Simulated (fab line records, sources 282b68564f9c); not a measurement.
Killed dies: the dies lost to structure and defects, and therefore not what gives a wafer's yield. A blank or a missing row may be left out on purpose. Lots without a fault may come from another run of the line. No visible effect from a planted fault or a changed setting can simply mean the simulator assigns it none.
What tool caused it? -- flow rit cmos -- Sampling: 6 lots, 18 wafers, 2 of 202 route steps

## WHAT THE GAUGES SHOWED, per wafer
RIT_NWELL_OVL_MEAS_06.
lot,measured,on,NWELL_OVL (nm)
L884,day 2 01:23,overlay-01,1.0 1.5 2.6
L897,day 4 20:51,overlay-02,-1.8 -0.4 -1.0
L899,day 5 06:35,overlay-01,0.4 3.5 0.7
L901,day 5 20:02,overlay-02,3.3 -0.2 2.1
L903,day 6 02:02,overlay-01,-3.3 -1.2 -2.0
L905,day 6 15:28,overlay-01,0.3 0.6 -1.1

## TOOL THAT RAN EACH LOT (tool first, then ch and the chambers of the sampled wafers, then the start)
lot,RIT_NWELL_EXPOSE_03
L884,"iline stepper-02 ch 0, day 2 00:58"
L897,"iline stepper-01 ch 0, day 4 20:25"
L899,"iline stepper-02 ch 0, day 5 06:06"
L901,"iline stepper-01 ch 0, day 5 19:37"
L903,"iline stepper-02 ch 0, day 6 01:37"
L905,"iline stepper-01 ch 0, day 6 15:02"
- RIT_NWELL_EXPOSE_03: exposes mask M2, target cd 43900 nm.

## THE ANSWER, worked out from the rows above alone
Rule: the lots themselves supply what counts as usual. Put in order of their means at a reading, lots are off if they are a third of the lots or fewer, leave a main group of 4 or more, and stand apart from it by a gap of 3 or more times the standard deviation of the main group's means; of several such gaps the widest counts. A main group whose means are all the same, to the digits that the tables above print for the reading, isn't used. A lot without any number at a reading at which 4 lots or more have one is off too. All remaining lots with rows at the step are treated as sound.
Across all readings shown, no lot is off: no conclusion can be drawn from this.

## WHAT HAD BEEN PUT IN BY THE SIMULATOR
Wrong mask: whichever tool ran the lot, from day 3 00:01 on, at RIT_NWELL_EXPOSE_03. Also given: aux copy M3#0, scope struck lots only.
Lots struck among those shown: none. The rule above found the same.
